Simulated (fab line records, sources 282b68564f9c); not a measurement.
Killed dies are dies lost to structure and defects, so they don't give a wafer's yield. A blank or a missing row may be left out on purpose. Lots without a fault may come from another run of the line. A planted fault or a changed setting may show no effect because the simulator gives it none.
A struck lot beside a sound one | flow rit_cmos | 18 steps out of a route of 202
Sound: wafers L949.1, L949.2, L949.3. Struck: wafers L956.3, L956.5, L956.6. The cause comes at the end.
At each step with rows: each side's tool, then ch and its chambers, then its first start. Under that, the readings that differ: sound wafers | struck wafers | difference of the means | sigmas: that difference in standard deviations of wafers without a fault.
alike: readings whose means differ by less than 2 such deviations, and words and numbers that are the same on both sides. not compared: withheld readings, readings that some wafer has no value for, bounds like >300 that may hide the same value, and numbers for which the record gives no deviation and whose values overlap.
The two part at a step that has a row with sigmas, a row that says differs or no value, or rows on one side only. Numbers that don't overlap but have no deviation are shown without sigmas and don't part them. A reading that every wafer of one side lacks parts them only if that side has two wafers or more.

first, 1 step without rows for these wafers: RIT_GATE_HARDBAKE_18 (time 60 s).
RIT_GATE_ETCH_19: etches poly-Si in SF6/CHF3/O2, stops on SiO2, time 165 s, target depth 312.5 nm.
  sound on rie_si-01 ch 0,1,3, day 2 15:05; struck on rie_si-02 ch 0,1,3, day 4 00:27
  alike: drypump_motor_current_A, oes_product_au, throttle_valve_pct
  not compared: rf_hours_counter_h
RIT_GATE_STRIP_20: strips in O2, time 180 s.
  sound on plasma_asher-04 ch 0,1, day 2 15:12; struck on plasma_asher-03 ch 0,1, day 4 00:37
  alike: drypump_motor_current_A
  not compared: rf_hours_counter_h
RIT_GATE_CD_MEAS_90: target cd 150 nm.
  sound on cd_sem-02, day 2 15:23; struck on cd_sem-02, day 4 00:46
  alike: cd_nm
then, 4 steps without rows for these wafers: RIT_REOX_CLEAN_00 (cleans in SC1, time 600 s); RIT_REOX_CLEAN_01 (cleans in dHF, time 30 s); RIT_REOX_CLEAN_02 (cleans in SC2, time 600 s); RIT_REOX_OXIDATION_03 (target thk 25.2 nm, ox time 5580 s).
RIT_REOX_THK_MEAS_04:
  sound on film_metro-02, day 2 18:25; struck on film_metro-03, day 4 03:55
  alike: REOX_OXIDE_THK
then, 3 steps without rows for these wafers: RIT_NLDD_HMDS_00 (prime time 60 s); RIT_NLDD_COAT_01 (resist thk 1000 nm); RIT_NLDD_SOFTBAKE_02 (time 60 s).
RIT_NLDD_EXPOSE_03: exposes mask M7, target cd 40700 nm.
  sound on iline_stepper-01 ch 0, day 2 18:55; struck on iline_stepper-02 ch 0, day 4 04:26
  reading                      | sound                   | struck               | difference | sigmas
  model.NLDD.overlay_x_nm (nm) | -0.4468 -0.4468 -0.4468 | -299.1 -299.1 -299.1 | -298.7     |
  alike: mask
then, 2 steps without rows for these wafers: RIT_NLDD_PEB_04; RIT_NLDD_DEVELOP_05 (develop time 50 s).
RIT_NLDD_OVL_MEAS_06:
  sound on overlay-01, day 2 19:19; struck on overlay-01, day 4 04:49
  reading       | sound       | struck               | difference | sigmas
  NLDD_OVL (nm) | 0.8 0.8 0.2 | -294.8 -295.8 -294.8 | -295.7     | -99 or more
then, 1 step without rows for these wafers: RIT_NLDD_HARDBAKE_07 (time 60 s).
RIT_M1_PROBE_99:
  sound on prober-02, day 3 11:34; struck on prober-01, day 4 23:09
  reading                        | sound             | struck            | difference | sigmas
  killed_at_M0_to_M3             | 0 0 0             | 1 0 0             | +0         | +2
  model.etest.nldd.width_nm (nm) | 3172 3158 3194    | 2972 2966 2975    | -204       |
  model.etest.nldd.line_ohm_um   | 118.9 119.9 116.3 | 138.5 140.6 137.5 | +20.5      |
  alike: killed_at_contacts, killed_at_front_end, killed_dies, killed_on_rim, killed_open, killed_short

WHERE THEY PART
First at RIT_NLDD_OVL_MEAS_06; last, within this record, at RIT_M1_PROBE_99.

WHY: what the simulator had put in
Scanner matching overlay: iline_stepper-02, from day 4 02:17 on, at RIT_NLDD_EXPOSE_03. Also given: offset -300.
